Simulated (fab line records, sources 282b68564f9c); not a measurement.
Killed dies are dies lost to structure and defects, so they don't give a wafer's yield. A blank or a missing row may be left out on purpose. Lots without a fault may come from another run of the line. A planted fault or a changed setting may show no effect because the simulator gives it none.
A struck lot beside a sound one | flow rit_cmos | 21 steps out of a route of 202
Sound: wafers L844.4, L844.5, L844.6. Struck: wafers L855.2, L855.3, L855.6. The cause comes at the end.
At each step with rows: each side's tool, then ch and its chambers, then its first start. Under that, the readings that differ: sound wafers | struck wafers | difference of the means | sigmas: that difference in standard deviations of wafers without a fault.
alike: readings whose means differ by less than 2 such deviations, and words and numbers that are the same on both sides. not compared: withheld readings, readings that some wafer has no value for, bounds like >300 that may hide the same value, and numbers for which the record gives no deviation and whose values overlap.
The two part at a step that has a row with sigmas, a row that says differs or no value, or rows on one side only. Numbers that don't overlap but have no deviation are shown without sigmas and don't part them. A reading that every wafer of one side lacks parts them only if that side has two wafers or more.

first, 1 step without rows for these wafers: RIT_CONTACT_HARDBAKE_10 (time 60 s).
RIT_CONTACT_ETCH_11: etches SiO2 in CHF3/CF4/Ar, stops on TiSi2, target depth 480 nm, time 320 s.
  sound on rie_diel-01 ch 1,2,3, day 3 18:42; struck on rie_diel-04 ch 1,3, day 6 07:34
  alike: O2_flow_sccm, drypump_motor_current_A, oes_product_au, throttle_valve_pct
  not compared: rf_hours_counter_h
RIT_CONTACT_STRIP_12: strips in O2, time 180 s.
  sound on plasma_asher-03 ch 0,1, day 3 18:51; struck on plasma_asher-03 ch 0, day 6 07:45
  alike: drypump_motor_current_A
  not compared: rf_hours_counter_h
RIT_CONTACT_CD_MEAS_90: target cd 1000 nm.
  sound on cd_sem-02, day 3 19:02; struck on cd_sem-01, day 6 07:57
  alike: cd_nm
then, 2 steps without rows for these wafers: RIT_CONTACT_CLEAN_13 (cleans in SC1, time 600 s); RIT_CONTACT_CLEAN_14 (cleans in SC2, time 600 s).
RIT_M1_SPUTTER_00: material Al, target thk 400 nm, time 500 s.
  sound on pvd_sputter-01, day 3 19:26; struck on pvd_sputter-01, day 6 08:24
  alike: chamber_pressure_pa, throttle_valve_pct
RIT_M1_RS_MEAS_01: measures by four-point-probe.
  sound on film_metro-01, day 3 19:47; struck on film_metro-01, day 6 08:43
  alike: M1_AL_RS
RIT_M1_THK_MEAS_02: measures by xrf.
  sound on film_metro-01, day 3 19:53; struck on film_metro-01, day 6 08:49
  alike: M1_AL_THK
then, 3 steps without rows for these wafers: RIT_M1_HMDS_03 (prime time 60 s); RIT_M1_COAT_04 (resist thk 1300 nm); RIT_M1_SOFTBAKE_05 (time 60 s).
RIT_M1_EXPOSE_06: exposes mask M12, target cd 2600 nm.
  sound on iline_stepper-01 ch 0, day 3 20:33; struck on iline_stepper-01 ch 0, day 6 09:20
  reading | sound             | struck                     | difference | sigmas
  mask    | M12#0 M12#0 M12#0 | M12_R1#0 M12_R1#0 M12_R1#0 | differs    |
  alike: exposure_dose_mJ_cm2
then, 1 step without rows for these wafers: RIT_M1_PEB_07.
RIT_M1_DEVELOP_08: develop time 68 s.
  sound on litho_track-01 ch 0; struck on litho_track-01 ch 0
  reading             | sound          | struck         | difference | sigmas
  model.M1.cd_nm (nm) | 2600 2602 2599 | 2249 2249 2248 | -352       |
  alike: exhaust_pa, resist_line_temp_C
RIT_M1_CD_MEAS_09: target cd 2600 nm.
  sound on cd_sem-01, day 3 20:59; struck on cd_sem-02, day 6 09:46
  reading    | sound                | struck               | difference | sigmas
  cd_nm (nm) | 2599.8 2602.2 2599.3 | 2248.4 2249.2 2248.4 | -351.8     | -99 or more
RIT_M1_OVL_MEAS_10:
  sound on overlay-02, day 3 21:03; struck on overlay-02, day 6 09:53
  alike: M1_OVL
then, 1 step without rows for these wafers: RIT_M1_HARDBAKE_11 (time 120 s).
RIT_M1_METAL_ETCH_12: etches Al in Cl2/BCl3, stops on SiO2, time 165 s, target depth 600 nm.
  sound on rie_metal-03 ch 0,1, day 3 21:23; struck on rie_metal-01 ch 0,1, day 6 10:10
  reading             | sound          | struck         | difference | sigmas
  model.M1.cd_nm (nm) | 2600 2602 2600 | 2250 2248 2249 | -352       |
  alike: drypump_motor_current_A, oes_product_au, throttle_valve_pct
  not compared: rf_hours_counter_h
then, 1 step without rows for these wafers: RIT_M1_STRIP_13 (strips in nmp, time 600 s).
RIT_M1_PROBE_99:
  sound on prober-01, day 4 01:34; struck on prober-01, day 6 12:28
  reading                                    | sound                | struck               | difference | sigmas
  defect_limited_yield (%)                   | 99.2 97.3 97.7       | 88.3 90.2 88.6       | -9.0       | -8
  killed_at_M0_to_M3                         | 0 0 0                | 27 22 30             | +26        | +99 or more
  killed_dies                                | 2 7 6                | 31 26 30             | +24        | +7
  killed_on_rim                              | 1 2 3                | 8 9 12               | +8         | +5
  sort_bin_5_function (%)                    | 0.8 0.8 0.8          | 10.6 9.1 11.4        | +9.6       | +11
  sort_n_pass                                | 262 257 258          | 233 238 234          | -24        | -7
  sort_yield_pct (%)                         | 99.2 97.3 97.7       | 88.3 90.2 88.6       | -9.0       | -8
  model.etest.m1.width_nm (nm)               | 2594 2597 2604       | 2255 2241 2245       | -351       |
  model.etest.tester.sort_n_pass             | 262 257 258          | 233 238 234          | -24        |
  model.etest.tester.sort_bin_5_pct (%)      | 0.7576 0.7576 0.7576 | 10.61 9.091 11.36    | +9.60      |
  model.etest.tester.sort_yield_pct (%)      | 99.24 97.35 97.73    | 88.26 90.15 88.64    | -9.09      |
  model.etest.nmos_0p15.junction_log10_a_um  | -13.44 -13.5 -13.61  | -11.75 -11.88 -11.78 | +1.71      |
  model.etest.nmos_narrow.off_log10_a_um     | -13.27 -13.34 -13.18 | -11.74 -11.86 -11.77 | +1.47      |
  model.etest.gate_end_array.leak_log10_a_um | -12.88 -12.78 -12.99 | -11.54 -11.66 -11.57 | +1.29      |
  model.etest.nmos_0p3.off_log10_a_um        | -12.95 -13.03 -13.2  | -11.73 -11.87 -11.76 | +1.27      |
  alike: killed_at_contacts, killed_at_front_end, killed_open, killed_short, sort_bin_3_pad_short, sort_bin_6_memory

WHERE THEY PART
First at RIT_M1_EXPOSE_06; last, within this record, at RIT_M1_PROBE_99.

WHY: what the simulator had put in
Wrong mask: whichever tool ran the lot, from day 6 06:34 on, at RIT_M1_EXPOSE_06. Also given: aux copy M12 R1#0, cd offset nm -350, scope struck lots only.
